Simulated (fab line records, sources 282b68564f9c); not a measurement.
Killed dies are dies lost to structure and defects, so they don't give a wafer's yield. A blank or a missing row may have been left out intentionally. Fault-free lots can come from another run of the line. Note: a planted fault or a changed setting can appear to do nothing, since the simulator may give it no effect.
fab line records / flow ritCmos
record lots=5 wafers=15 lastDay=7
route steps=202 shown ACTIVE@1 M1@202
lots that met no fault: taken from a fault-free run of the same line
startH: the number of hours between the record's first day and the start of the first shown wafer of the lot / waitH: hours from the lot's prior step to this one / " unchanged from the row above / L1.1+2: several wafers, shown together as one row / - no value present, or no start provided / * or withheld: withheld / < > ~ a bound
route shown NAME@n: NAME is a module with steps in the file, n the number in the route of the first one / usual: the fault-free wafers' mean and standard deviation / same: alike in all rows / chamber/n: place in a boat / sites: per-site readings / _std_site: standard deviation of those values / _edge_site: outer sites' mean less inner sites' / radiusMm: how far each site lies from the wafer's centre / mask NAME#n: copy n / behind: the most recent tool/chamber to have shaped the wafer / hold: cause of the lot's hold/its duration in hours/its outcome / device: the n, p or np transistor that did not switch / end of line: the route-end tests of the same wafers / step lacking rows: just its recipe / killed: at the first sort, the dies lost to defects and structure; wafer yield is something else / map: shows each die of a wafer: x if killed, . if not, _ if none is there
set.NAME: the setting as run; set.NAME@STEP: as run at that earlier step / model.NAME: the simulator's own value behind a step, which no gauge read
lots at selected steps of the route; one table per step, one row per wafer
services: when a tool's chamber went out of use (startH, in hours from the record's first day, below 0 if earlier), for how many hours, and the reason
## steps
# step RIT_ACTIVE_BOW_MEAS_00
# recipe mode=bow
# usual INCOMING_BOW=0/6.7
lot.wafer=L449.2 tool=filmMetro-02 chamber=- startH=25.02 waitH=- INCOMING_BOW[um]=4
lot.wafer=L449.4 tool=filmMetro-02 chamber=- startH=25.02 waitH=- INCOMING_BOW[um]=-11
lot.wafer=L449.5 tool=filmMetro-02 chamber=- startH=25.02 waitH=- INCOMING_BOW[um]=12
lot.wafer=L450.1 tool=filmMetro-02 chamber=- startH=30.00 waitH=- INCOMING_BOW[um]=9
lot.wafer=L450.3 tool=filmMetro-02 chamber=- startH=30.00 waitH=- INCOMING_BOW[um]=-4
lot.wafer=L450.4 tool=filmMetro-02 chamber=- startH=30.00 waitH=- INCOMING_BOW[um]=10
lot.wafer=L461.3 tool=filmMetro-03 chamber=- startH=85.04 waitH=- INCOMING_BOW[um]=2
lot.wafer=L461.4 tool=filmMetro-03 chamber=- startH=85.04 waitH=- INCOMING_BOW[um]=-12
lot.wafer=L461.6 tool=filmMetro-03 chamber=- startH=85.04 waitH=- INCOMING_BOW[um]=11
lot.wafer=L462.1 tool=filmMetro-02 chamber=- startH=90.00 waitH=- INCOMING_BOW[um]=-9
lot.wafer=L462.3 tool=filmMetro-02 chamber=- startH=90.00 waitH=- INCOMING_BOW[um]=7
lot.wafer=L462.5 tool=filmMetro-02 chamber=- startH=90.00 waitH=- INCOMING_BOW[um]=-10
lot.wafer=L469.1 tool=filmMetro-02 chamber=- startH=125.00 waitH=- INCOMING_BOW[um]=0
lot.wafer=L469.5 tool=filmMetro-02 chamber=- startH=125.00 waitH=- INCOMING_BOW[um]=-4
lot.wafer=L469.6 tool=filmMetro-02 chamber=- startH=125.00 waitH=- INCOMING_BOW[um]=7
# step RIT_ACTIVE_OXIDATION_01
# recipe tempC=1000 ambient=O2 targetThkA=468 oxTimeS=3360
# step RIT_ACTIVE_THK_MEAS_02
# recipe reads=SiO2_of_ACTIVE_OXIDATION_01
# usual ACTIVE_OXIDE_THK=46.9/0.71
lot.wafer=L449.2 tool=filmMetro-01 chamber=- startH=27.06 waitH=0.0 ACTIVE_OXIDE_THK[nm]=47.5
lot.wafer=L449.4 tool=filmMetro-01 chamber=- startH=27.06 waitH=0.0 ACTIVE_OXIDE_THK[nm]=47.4
lot.wafer=L449.5 tool=filmMetro-01 chamber=- startH=27.06 waitH=0.0 ACTIVE_OXIDE_THK[nm]=47.2
lot.wafer=L450.1 tool=filmMetro-03 chamber=- startH=32.05 waitH=0.0 ACTIVE_OXIDE_THK[nm]=46.5
lot.wafer=L450.3 tool=filmMetro-03 chamber=- startH=32.05 waitH=0.0 ACTIVE_OXIDE_THK[nm]=46.7
lot.wafer=L450.4 tool=filmMetro-03 chamber=- startH=32.05 waitH=0.0 ACTIVE_OXIDE_THK[nm]=46.5
lot.wafer=L461.3 tool=filmMetro-01 chamber=- startH=88.05 waitH=0.0 ACTIVE_OXIDE_THK[nm]=46.6
lot.wafer=L461.4 tool=filmMetro-01 chamber=- startH=88.05 waitH=0.0 ACTIVE_OXIDE_THK[nm]=46.5
lot.wafer=L461.6 tool=filmMetro-01 chamber=- startH=88.05 waitH=0.0 ACTIVE_OXIDE_THK[nm]=47.3
lot.wafer=L462.1 tool=filmMetro-02 chamber=- startH=92.05 waitH=0.0 ACTIVE_OXIDE_THK[nm]=47.4
lot.wafer=L462.3 tool=filmMetro-02 chamber=- startH=92.05 waitH=0.0 ACTIVE_OXIDE_THK[nm]=48.0
lot.wafer=L462.5 tool=filmMetro-02 chamber=- startH=92.05 waitH=0.0 ACTIVE_OXIDE_THK[nm]=47.4
lot.wafer=L469.1 tool=filmMetro-01 chamber=- startH=127.63 waitH=0.0 ACTIVE_OXIDE_THK[nm]=47.7
lot.wafer=L469.5 tool=filmMetro-01 chamber=- startH=127.63 waitH=0.0 ACTIVE_OXIDE_THK[nm]=48.1
lot.wafer=L469.6 tool=filmMetro-01 chamber=- startH=127.63 waitH=0.0 ACTIVE_OXIDE_THK[nm]=47.4
# step RIT_ACTIVE_CVD_03
# recipe material=Si3N4 targetThkNm=150 tempC=810 precursor=SiH2Cl2/NH3 timeS=1500 pressureMtorr=300 sih2cl2FlowSccm=60 nh3FlowSccm=150
# step RIT_ACTIVE_THK_MEAS_04
# recipe reads=Si3N4_of_ACTIVE_CVD_03
# usual ACTIVE_NITRIDE_THK=149.6/1.4
lot.wafer=L449.2 tool=filmMetro-02 chamber=- startH=28.54 waitH=0.0 ACTIVE_NITRIDE_THK[nm]=149.8
lot.wafer=L449.4 tool=filmMetro-02 chamber=- startH=28.54 waitH=0.0 ACTIVE_NITRIDE_THK[nm]=149.3
lot.wafer=L449.5 tool=filmMetro-02 chamber=- startH=28.54 waitH=0.0 ACTIVE_NITRIDE_THK[nm]=148.9
lot.wafer=L450.1 tool=filmMetro-02 chamber=- startH=33.53 waitH=0.0 ACTIVE_NITRIDE_THK[nm]=149.6
lot.wafer=L450.3 tool=filmMetro-02 chamber=- startH=33.53 waitH=0.0 ACTIVE_NITRIDE_THK[nm]=148.8
lot.wafer=L450.4 tool=filmMetro-02 chamber=- startH=33.53 waitH=0.0 ACTIVE_NITRIDE_THK[nm]=149.3
lot.wafer=L461.3 tool=filmMetro-03 chamber=- startH=89.52 waitH=0.0 ACTIVE_NITRIDE_THK[nm]=149.1
lot.wafer=L461.4 tool=filmMetro-03 chamber=- startH=89.52 waitH=0.0 ACTIVE_NITRIDE_THK[nm]=148.7
lot.wafer=L461.6 tool=filmMetro-03 chamber=- startH=89.52 waitH=0.0 ACTIVE_NITRIDE_THK[nm]=148.6
lot.wafer=L462.1 tool=filmMetro-03 chamber=- startH=93.53 waitH=0.0 ACTIVE_NITRIDE_THK[nm]=152.0
lot.wafer=L462.3 tool=filmMetro-03 chamber=- startH=93.53 waitH=0.0 ACTIVE_NITRIDE_THK[nm]=151.7
lot.wafer=L462.5 tool=filmMetro-03 chamber=- startH=93.53 waitH=0.0 ACTIVE_NITRIDE_THK[nm]=151.9
lot.wafer=L469.1 tool=filmMetro-03 chamber=- startH=129.10 waitH=0.0 ACTIVE_NITRIDE_THK[nm]=149.9
lot.wafer=L469.5 tool=filmMetro-03 chamber=- startH=129.10 waitH=0.0 ACTIVE_NITRIDE_THK[nm]=151.5
lot.wafer=L469.6 tool=filmMetro-03 chamber=- startH=129.10 waitH=0.0 ACTIVE_NITRIDE_THK[nm]=151.2
# step RIT_ACTIVE_HMDS_05
# recipe primeTimeS=60 primeTempC=140
# step RIT_ACTIVE_COAT_06
# recipe resist=NOVOLAK spinRpm=3250 resistThkNm=980.1
# step RIT_ACTIVE_SOFTBAKE_07
# recipe resist=NOVOLAK tempC=90 timeS=60
# step RIT_ACTIVE_EXPOSE_08
# recipe maskId=M1 na=0.6 sourceShape=conventional sigmaOuter=0.6 targetCdNm=1400 doseMj=225
lot.wafer=L449.2+4+5 tool=ilineStepper-02 chamber=0 startH=29.08 waitH=0.1 mask=M1#0
lot.wafer=L450.1+3+4 tool=ilineStepper-01 chamber=0 startH=34.16 waitH=0.2 mask=M1#0
lot.wafer=L461.3+4+6 tool=ilineStepper-02 chamber=0 startH=90.18 waitH=0.2 mask=M1_R1#0
lot.wafer=L462.1+3+5 tool=ilineStepper-01 chamber=0 startH=94.17 waitH=0.2 mask=M1#0
lot.wafer=L469.1+5+6 tool=ilineStepper-02 chamber=0 startH=129.61 waitH=0.1 mask=M1#0
# step RIT_ACTIVE_PEB_09
# recipe resist=NOVOLAK tempC=withheld timeS=withheld
# step RIT_ACTIVE_DEVELOP_10
# recipe resist=NOVOLAK developTimeS=50 devTempC=24.07
# usual resistLineTempC=22.99/0.1
lot.wafer=L449.2 tool=lithoTrack-01 chamber=0 startH=- waitH=- resistLineTempC=22.95 model.ACTIVE.cdNm=1400
lot.wafer=L449.4 tool=lithoTrack-01 chamber=0 startH=- waitH=- resistLineTempC=22.97 model.ACTIVE.cdNm=1402
lot.wafer=L449.5 tool=lithoTrack-01 chamber=0 startH=- waitH=- resistLineTempC=23.04 model.ACTIVE.cdNm=1401
lot.wafer=L450.1 tool=lithoTrack-02 chamber=0 startH=- waitH=- resistLineTempC=23.11 model.ACTIVE.cdNm=1400
lot.wafer=L450.3 tool=lithoTrack-02 chamber=0 startH=- waitH=- resistLineTempC=23.09 model.ACTIVE.cdNm=1398
lot.wafer=L450.4 tool=lithoTrack-02 chamber=0 startH=- waitH=- resistLineTempC=23.03 model.ACTIVE.cdNm=1399
lot.wafer=L461.3 tool=lithoTrack-01 chamber=0 startH=- waitH=- resistLineTempC=22.90 model.ACTIVE.cdNm=1553
lot.wafer=L461.4 tool=lithoTrack-01 chamber=0 startH=- waitH=- resistLineTempC=22.91 model.ACTIVE.cdNm=1553
lot.wafer=L461.6 tool=lithoTrack-01 chamber=0 startH=- waitH=- resistLineTempC=22.94 model.ACTIVE.cdNm=1549
lot.wafer=L462.1 tool=lithoTrack-02 chamber=0 startH=- waitH=- resistLineTempC=22.95 model.ACTIVE.cdNm=1397
lot.wafer=L462.3 tool=lithoTrack-02 chamber=0 startH=- waitH=- resistLineTempC=22.88 model.ACTIVE.cdNm=1398
lot.wafer=L462.5 tool=lithoTrack-02 chamber=0 startH=- waitH=- resistLineTempC=23.12 model.ACTIVE.cdNm=1397
lot.wafer=L469.1 tool=lithoTrack-03 chamber=0 startH=- waitH=- resistLineTempC=22.81 model.ACTIVE.cdNm=1400
lot.wafer=L469.5 tool=lithoTrack-03 chamber=0 startH=- waitH=- resistLineTempC=22.89 model.ACTIVE.cdNm=1399
lot.wafer=L469.6 tool=lithoTrack-03 chamber=0 startH=- waitH=- resistLineTempC=22.89 model.ACTIVE.cdNm=1400
# step RIT_ACTIVE_CD_MEAS_11
# recipe targetCdNm=1400
# usual cdNm=1400.4/1.9
lot.wafer=L449.2 tool=cdSem-01 chamber=- startH=29.48 waitH=- cdNm=1399.7
lot.wafer=L449.4 tool=cdSem-01 chamber=- startH=29.48 waitH=- cdNm=1401.7
lot.wafer=L449.5 tool=cdSem-01 chamber=- startH=29.48 waitH=- cdNm=1400.8
lot.wafer=L450.1 tool=cdSem-02 chamber=- startH=34.56 waitH=- cdNm=1399.3
lot.wafer=L450.3 tool=cdSem-02 chamber=- startH=34.56 waitH=- cdNm=1397.2
lot.wafer=L450.4 tool=cdSem-02 chamber=- startH=34.56 waitH=- cdNm=1398.4
lot.wafer=L461.3 tool=cdSem-01 chamber=- startH=90.58 waitH=- cdNm=1553.2
lot.wafer=L461.4 tool=cdSem-01 chamber=- startH=90.58 waitH=- cdNm=1552.7
lot.wafer=L461.6 tool=cdSem-01 chamber=- startH=90.58 waitH=- cdNm=1549.4
lot.wafer=L462.1 tool=cdSem-02 chamber=- startH=94.56 waitH=- cdNm=1396.4
lot.wafer=L462.3 tool=cdSem-02 chamber=- startH=94.56 waitH=- cdNm=1398.6
lot.wafer=L462.5 tool=cdSem-02 chamber=- startH=94.56 waitH=- cdNm=1396.8
lot.wafer=L469.1 tool=cdSem-02 chamber=- startH=130.01 waitH=- cdNm=1400.4
lot.wafer=L469.5 tool=cdSem-02 chamber=- startH=130.01 waitH=- cdNm=1398.7
lot.wafer=L469.6 tool=cdSem-02 chamber=- startH=130.01 waitH=- cdNm=1400.1
# step RIT_ACTIVE_HARDBAKE_12
# recipe resist=NOVOLAK tempC=140 timeS=60
# step RIT_ACTIVE_ETCH_13
# recipe stopOn=SiO2 chemistry=SF6 target=Si3N4 timeS=210 overEtchFrac=0.4 SF6_flow_sccm=200 pressureMtorr=260 rfW=125 targetDepthA=2100
# usual drypumpMotorCurrentA=5.6/0.35 oesProductAu=0.823/0.011 throttleValvePct=7.52/0.12
lot.wafer=L449.2 tool=rieDiel-04 chamber=3 startH=29.73 waitH=0.1 drypumpMotorCurrentA=5.4 oesProductAu=0.836 rfHoursCounterH=92 throttleValvePct=7.58 model.ACTIVE.cdNm=1400
lot.wafer=L449.4 tool=rieDiel-04 chamber=1 startH=29.73 waitH=0.1 drypumpMotorCurrentA=5.5 oesProductAu=0.824 rfHoursCounterH=107 throttleValvePct=7.50 model.ACTIVE.cdNm=1402
lot.wafer=L449.5 tool=rieDiel-04 chamber=1 startH=29.73 waitH=0.1 drypumpMotorCurrentA=5.5 oesProductAu=0.816 rfHoursCounterH=- throttleValvePct=7.49 model.ACTIVE.cdNm=1401
lot.wafer=L450.1 tool=rieDiel-01 chamber=0 startH=34.83 waitH=0.1 drypumpMotorCurrentA=5.6 oesProductAu=0.825 rfHoursCounterH=44 throttleValvePct=7.54 model.ACTIVE.cdNm=1400
lot.wafer=L450.3 tool=rieDiel-01 chamber=3 startH=34.83 waitH=0.1 drypumpMotorCurrentA=5.7 oesProductAu=0.821 rfHoursCounterH=1 throttleValvePct=7.66 model.ACTIVE.cdNm=1398
lot.wafer=L450.4 tool=rieDiel-01 chamber=1 startH=34.83 waitH=0.1 drypumpMotorCurrentA=5.0 oesProductAu=0.812 rfHoursCounterH=20 throttleValvePct=7.34 model.ACTIVE.cdNm=1399
lot.wafer=L461.3 tool=rieDiel-02 chamber=3 startH=90.94 waitH=0.1 drypumpMotorCurrentA=6.2 oesProductAu=0.810 rfHoursCounterH=39 throttleValvePct=7.61 model.ACTIVE.cdNm=1553
lot.wafer=L461.4 tool=rieDiel-02 chamber=2 startH=90.94 waitH=0.1 drypumpMotorCurrentA=5.9 oesProductAu=0.828 rfHoursCounterH=138 throttleValvePct=7.38 model.ACTIVE.cdNm=1553
lot.wafer=L461.6 tool=rieDiel-02 chamber=0 startH=90.94 waitH=0.1 drypumpMotorCurrentA=5.6 oesProductAu=0.806 rfHoursCounterH=- throttleValvePct=7.66 model.ACTIVE.cdNm=1549
lot.wafer=L462.1 tool=rieDiel-02 chamber=1 startH=94.83 waitH=0.1 drypumpMotorCurrentA=5.9 oesProductAu=0.822 rfHoursCounterH=97 throttleValvePct=7.56 model.ACTIVE.cdNm=1397
lot.wafer=L462.3 tool=rieDiel-02 chamber=2 startH=94.83 waitH=0.1 drypumpMotorCurrentA=5.9 oesProductAu=0.839 rfHoursCounterH=138 throttleValvePct=7.40 model.ACTIVE.cdNm=1398
lot.wafer=L462.5 tool=rieDiel-02 chamber=0 startH=94.83 waitH=0.1 drypumpMotorCurrentA=5.6 oesProductAu=0.825 rfHoursCounterH=- throttleValvePct=7.69 model.ACTIVE.cdNm=1397
lot.wafer=L469.1 tool=rieDiel-04 chamber=3 startH=130.28 waitH=0.1 drypumpMotorCurrentA=5.4 oesProductAu=0.842 rfHoursCounterH=94 throttleValvePct=7.57 model.ACTIVE.cdNm=1400
lot.wafer=L469.5 tool=rieDiel-04 chamber=3 startH=130.28 waitH=0.1 drypumpMotorCurrentA=5.4 oesProductAu=0.845 rfHoursCounterH=- throttleValvePct=7.59 model.ACTIVE.cdNm=1399
lot.wafer=L469.6 tool=rieDiel-04 chamber=2 startH=130.28 waitH=0.1 drypumpMotorCurrentA=5.7 oesProductAu=0.821 rfHoursCounterH=- throttleValvePct=7.51 model.ACTIVE.cdNm=1400
# step RIT_ACTIVE_STRIP_14
# recipe chemistry=O2 timeS=180 resist=NOVOLAK platenTempC=withheld powerW=500 pressureMtorr=4000 o2FlowSccm=4000
# usual drypumpMotorCurrentA=5.32/0.24
lot.wafer=L449.2 tool=plasmaAsher-04 chamber=0 startH=29.87 waitH=0.1 drypumpMotorCurrentA=5.39 rfHoursCounterH=24
lot.wafer=L449.4 tool=plasmaAsher-04 chamber=1 startH=29.87 waitH=0.1 drypumpMotorCurrentA=5.26 rfHoursCounterH=-
lot.wafer=L449.5 tool=plasmaAsher-04 chamber=1 startH=29.87 waitH=0.1 drypumpMotorCurrentA=5.28 rfHoursCounterH=-
lot.wafer=L450.1 tool=plasmaAsher-02 chamber=1 startH=34.97 waitH=0.1 drypumpMotorCurrentA=5.65 rfHoursCounterH=41
lot.wafer=L450.3 tool=plasmaAsher-02 chamber=0 startH=34.97 waitH=0.1 drypumpMotorCurrentA=4.98 rfHoursCounterH=-
lot.wafer=L450.4 tool=plasmaAsher-02 chamber=1 startH=34.97 waitH=0.1 drypumpMotorCurrentA=5.67 rfHoursCounterH=-
lot.wafer=L461.3 tool=plasmaAsher-02 chamber=0 startH=91.14 waitH=0.1 drypumpMotorCurrentA=4.98 rfHoursCounterH=-
lot.wafer=L461.4 tool=plasmaAsher-02 chamber=1 startH=91.14 waitH=0.1 drypumpMotorCurrentA=5.65 rfHoursCounterH=-
lot.wafer=L461.6 tool=plasmaAsher-02 chamber=0 startH=91.14 waitH=0.1 drypumpMotorCurrentA=5.00 rfHoursCounterH=-
lot.wafer=L462.1 tool=plasmaAsher-02 chamber=1 startH=94.97 waitH=0.1 drypumpMotorCurrentA=5.68 rfHoursCounterH=48
lot.wafer=L462.3 tool=plasmaAsher-02 chamber=1 startH=94.97 waitH=0.1 drypumpMotorCurrentA=5.65 rfHoursCounterH=-
lot.wafer=L462.5 tool=plasmaAsher-02 chamber=1 startH=94.97 waitH=0.1 drypumpMotorCurrentA=5.64 rfHoursCounterH=-
lot.wafer=L469.1 tool=plasmaAsher-02 chamber=1 startH=130.42 waitH=0.1 drypumpMotorCurrentA=5.64 rfHoursCounterH=51
lot.wafer=L469.5 tool=plasmaAsher-02 chamber=0 startH=130.42 waitH=0.1 drypumpMotorCurrentA=5.00 rfHoursCounterH=-
lot.wafer=L469.6 tool=plasmaAsher-02 chamber=1 startH=130.42 waitH=0.1 drypumpMotorCurrentA=5.65 rfHoursCounterH=-
# step RIT_M1_PROBE_99
lot.wafer=L449.2 tool=prober-01 chamber=- startH=73.49 waitH=0.1 model.etest.nplusSal.widthNm=3463 model.etest.pplusSal.widthNm=3465 model.etest.nldd.widthNm=3173 model.etest.pldd.widthNm=3200 model.etest.nmosNarrow.driveUaUm=211.2 model.etest.pmosNarrow.driveUaUm=99.94 model.etest.fieldPMetal.vtV=-30.74 model.etest.fieldP.vtV=-13.1
lot.wafer=L449.4 tool=prober-01 chamber=- startH=73.59 waitH=0.2 model.etest.nplusSal.widthNm=3486 model.etest.pplusSal.widthNm=3495 model.etest.nldd.widthNm=3200 model.etest.pldd.widthNm=3196 model.etest.nmosNarrow.driveUaUm=209.5 model.etest.pmosNarrow.driveUaUm=99.82 model.etest.fieldPMetal.vtV=-31.13 model.etest.fieldP.vtV=-13.05
lot.wafer=L449.5 tool=prober-01 chamber=- startH=73.64 waitH=0.2 model.etest.nplusSal.widthNm=3469 model.etest.pplusSal.widthNm=3449 model.etest.nldd.widthNm=3178 model.etest.pldd.widthNm=3195 model.etest.nmosNarrow.driveUaUm=214.3 model.etest.pmosNarrow.driveUaUm=101.6 model.etest.fieldPMetal.vtV=-30.63 model.etest.fieldP.vtV=-13.02
lot.wafer=L450.1 tool=prober-02 chamber=- startH=78.30 waitH=0.1 model.etest.nplusSal.widthNm=3461 model.etest.pplusSal.widthNm=3439 model.etest.nldd.widthNm=3164 model.etest.pldd.widthNm=3178 model.etest.nmosNarrow.driveUaUm=223.4 model.etest.pmosNarrow.driveUaUm=98.95 model.etest.fieldPMetal.vtV=-27.77 model.etest.fieldP.vtV=-12.28
lot.wafer=L450.3 tool=prober-02 chamber=- startH=78.40 waitH=0.2 model.etest.nplusSal.widthNm=3448 model.etest.pplusSal.widthNm=3408 model.etest.nldd.widthNm=3157 model.etest.pldd.widthNm=3157 model.etest.nmosNarrow.driveUaUm=217.4 model.etest.pmosNarrow.driveUaUm=95.48 model.etest.fieldPMetal.vtV=-27.58 model.etest.fieldP.vtV=-12.39
lot.wafer=L450.4 tool=prober-02 chamber=- startH=78.45 waitH=0.2 model.etest.nplusSal.widthNm=3475 model.etest.pplusSal.widthNm=3435 model.etest.nldd.widthNm=3182 model.etest.pldd.widthNm=3176 model.etest.nmosNarrow.driveUaUm=217.7 model.etest.pmosNarrow.driveUaUm=97.46 model.etest.fieldPMetal.vtV=-28.05 model.etest.fieldP.vtV=-12.31
lot.wafer=L461.3 tool=prober-01 chamber=- startH=135.12 waitH=0.2 model.etest.nplusSal.widthNm=3596 model.etest.pplusSal.widthNm=3593 model.etest.nldd.widthNm=3295 model.etest.pldd.widthNm=3300 model.etest.nmosNarrow.driveUaUm=244.8 model.etest.pmosNarrow.driveUaUm=106.6 model.etest.fieldPMetal.vtV=-30.45 model.etest.fieldP.vtV=-13.48
lot.wafer=L461.4 tool=prober-01 chamber=- startH=135.17 waitH=0.2 model.etest.nplusSal.widthNm=3589 model.etest.pplusSal.widthNm=3585 model.etest.nldd.widthNm=3300 model.etest.pldd.widthNm=3285 model.etest.nmosNarrow.driveUaUm=249.8 model.etest.pmosNarrow.driveUaUm=108 model.etest.fieldPMetal.vtV=-30.75 model.etest.fieldP.vtV=-13.35
lot.wafer=L461.6 tool=prober-01 chamber=- startH=135.27 waitH=0.2 model.etest.nplusSal.widthNm=3591 model.etest.pplusSal.widthNm=3576 model.etest.nldd.widthNm=3304 model.etest.pldd.widthNm=3283 model.etest.nmosNarrow.driveUaUm=244.4 model.etest.pmosNarrow.driveUaUm=104.9 model.etest.fieldPMetal.vtV=-30.45 model.etest.fieldP.vtV=-13.35
lot.wafer=L462.1 tool=prober-02 chamber=- startH=139.66 waitH=0.1 model.etest.nplusSal.widthNm=3415 model.etest.pplusSal.widthNm=3412 model.etest.nldd.widthNm=3152 model.etest.pldd.widthNm=3148 model.etest.nmosNarrow.driveUaUm=204.2 model.etest.pmosNarrow.driveUaUm=93.02 model.etest.fieldPMetal.vtV=-28.79 model.etest.fieldP.vtV=-12.85
lot.wafer=L462.3 tool=prober-02 chamber=- startH=139.76 waitH=0.2 model.etest.nplusSal.widthNm=3427 model.etest.pplusSal.widthNm=3417 model.etest.nldd.widthNm=3161 model.etest.pldd.widthNm=3154 model.etest.nmosNarrow.driveUaUm=206.5 model.etest.pmosNarrow.driveUaUm=94.04 model.etest.fieldPMetal.vtV=-29 model.etest.fieldP.vtV=-12.76
lot.wafer=L462.5 tool=prober-02 chamber=- startH=139.86 waitH=0.2 model.etest.nplusSal.widthNm=3431 model.etest.pplusSal.widthNm=3425 model.etest.nldd.widthNm=3172 model.etest.pldd.widthNm=3164 model.etest.nmosNarrow.driveUaUm=204.9 model.etest.pmosNarrow.driveUaUm=92.08 model.etest.fieldPMetal.vtV=-29.69 model.etest.fieldP.vtV=-12.76
lot.wafer=L469.1 tool=prober-01 chamber=- startH=174.33 waitH=0.1 model.etest.nplusSal.widthNm=3445 model.etest.pplusSal.widthNm=3439 model.etest.nldd.widthNm=3171 model.etest.pldd.widthNm=3159 model.etest.nmosNarrow.driveUaUm=211.4 model.etest.pmosNarrow.driveUaUm=96.45 model.etest.fieldPMetal.vtV=-29.11 model.etest.fieldP.vtV=-12.64
lot.wafer=L469.5 tool=prober-01 chamber=- startH=174.53 waitH=0.2 model.etest.nplusSal.widthNm=3448 model.etest.pplusSal.widthNm=3439 model.etest.nldd.widthNm=3178 model.etest.pldd.widthNm=3169 model.etest.nmosNarrow.driveUaUm=206.2 model.etest.pmosNarrow.driveUaUm=94.11 model.etest.fieldPMetal.vtV=-29.66 model.etest.fieldP.vtV=-12.67
lot.wafer=L469.6 tool=prober-01 chamber=- startH=174.58 waitH=0.2 model.etest.nplusSal.widthNm=3440 model.etest.pplusSal.widthNm=3438 model.etest.nldd.widthNm=3168 model.etest.pldd.widthNm=3139 model.etest.nmosNarrow.driveUaUm=212.8 model.etest.pmosNarrow.driveUaUm=96.49 model.etest.fieldPMetal.vtV=-29.19 model.etest.fieldP.vtV=-12.6
# killed by level:class
L449.2 SPACER:geometricParticle:short=2 REOX:geometricParticle:short=1 SILICIDE:geometricParticle:short=1 M1:geometricParticle:open=1
L449.4 GATE:geometricParticle:open=2 FOX1:geometricParticle:short=1 REOX:geometricParticle:short=1 SPACER:geometricParticle:open=1 SILICIDE:geometricParticle:open=1 SILICIDE:geometricParticle:short=1
L449.5 GATE:geometricParticle:open=2 REOX:geometricParticle:short=2 SPACER:geometricParticle:short=2 FOX1:geometricParticle:open=1 GATE:geometricParticle:short=1 REOX:geometricParticle:open=1 SPACER:geometricParticle:open=1 SILICIDE:geometricParticle:short=1
L450.1 SILICIDE:geometricParticle:open=3 GATE:geometricParticle:short=2 SPACER:geometricParticle:open=2 SPACER:geometricParticle:short=1
L450.3 SILICIDE:geometricParticle:short=4 SILICIDE:geometricParticle:open=3 SPACER:geometricParticle:short=2 GATE:geometricParticle:open=1 GATE:geometricParticle:short=1 REOX:geometricParticle:short=1
L450.4 GATE:geometricParticle:open=4 SILICIDE:geometricParticle:short=4 GATE:geometricParticle:short=3 FOX1:geometricParticle:open=1 REOX:geometricParticle:open=1 SILICIDE:geometricParticle:open=1
L462.1 GATE:geometricParticle:short=3 GATE:geometricParticle:open=2 SPACER:geometricParticle:open=2 FOX1:geometricParticle:open=1 FOX2:geometricParticle:open=1 SILICIDE:geometricParticle:short=1
L462.3 SILICIDE:geometricParticle:short=3 FOX1:geometricParticle:short=2 GATE:geometricParticle:short=2 REOX:geometricParticle:short=2 SPACER:geometricParticle:open=2 GATE:geometricParticle:open=1 REOX:geometricParticle:open=1 M1:geometricParticle:short=1
L462.5 GATE:geometricParticle:short=2 REOX:geometricParticle:short=1 SILICIDE:geometricParticle:short=1
L469.1 FOX1:geometricParticle:short=2 GATE:geometricParticle:open=1 SPACER:geometricParticle:open=1 SILICIDE:geometricParticle:open=1
L469.5 GATE:geometricParticle:short=3 SPACER:geometricParticle:open=1
L469.6 GATE:geometricParticle:open=6 FOX1:geometricParticle:open=1 FOX2:geometricParticle:open=1 FOX2:geometricParticle:short=1 GATE:geometricParticle:short=1 SPACER:geometricParticle:short=1 SILICIDE:geometricParticle:short=1 CONTACT:geometricParticle:open=1
## services
tool=ilineStepper-02 chamber=- startH=7.00 hours=1.7 kind=pm
tool=rieDiel-02 chamber=- startH=16.57 hours=0.2 kind=repair
tool=rieDiel-02 chamber=0 startH=29.21 hours=22.4 kind=repair
tool=plasmaAsher-04 chamber=- startH=30.46 hours=1.8 kind=repair
tool=rieDiel-04 chamber=2 startH=39.99 hours=5.4 kind=repair
tool=rieDiel-04 chamber=2 startH=52.61 hours=22.1 kind=repair
tool=rieDiel-02 chamber=3 startH=54.94 hours=3.4 kind=repair
tool=rieDiel-04 chamber=0 startH=58.21 hours=4.0 kind=repair
tool=plasmaAsher-04 chamber=- startH=59.66 hours=0.8 kind=repair
tool=rieDiel-01 chamber=1 startH=74.32 hours=3.9 kind=repair
tool=rieDiel-02 chamber=- startH=74.91 hours=2.8 kind=pm
tool=ilineStepper-02 chamber=- startH=96.81 hours=14.0 kind=repair
tool=plasmaAsher-02 chamber=- startH=105.46 hours=2.7 kind=repair
tool=rieDiel-04 chamber=0 startH=110.72 hours=3.3 kind=repair
tool=ilineStepper-01 chamber=- startH=110.81 hours=1.7 kind=pm
tool=rieDiel-01 chamber=- startH=115.18 hours=2.8 kind=pm
tool=rieDiel-02 chamber=0 startH=121.05 hours=3.6 kind=repair
## key
firstSign step=RIT_ACTIVE_EXPOSE_08 reading=mask direction=changed
effect step=RIT_ACTIVE_CD_MEAS_11 reading=cdNm direction=up sigmas=80 usual=1400.4 struck=1551.7
modelEffect step=RIT_ACTIVE_DEVELOP_10 value=ACTIVE.cdNm without=1402 struck=1552
modelEffect step=RIT_ACTIVE_ETCH_13 value=ACTIVE.cdNm without=1402 struck=1552
modelEffect step=RIT_M1_PROBE_99 value=etest.nplusSal.widthNm without=3442 struck=3592
metAt RIT_ACTIVE_EXPOSE_08
struckWafers L461.3,L461.4,L461.6
sortLeftOut L461.3,L461.4,L461.6
testerLeftOut L461
onsetBetween 29.08 90.18
fault kind=wrongMask tool=any chamber=- onsetH=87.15 steps=RIT_ACTIVE_EXPOSE_08 auxCopy=M1_R1#0 cdOffsetNm=150 scope=struckLotsOnly
# testerLeftOut: of these lots the tester's yield and bins aren't shown, on N5 and GAA mostly nor the transistor test; their killed dies are dies lost to structure and defects alone, not to doping, threshold or leakage, so they don't give the yield
# sortLeftOut: the simulated sort isn't trusted on such a fault, so these wafers' sort isn't shown, and their yield isn't known
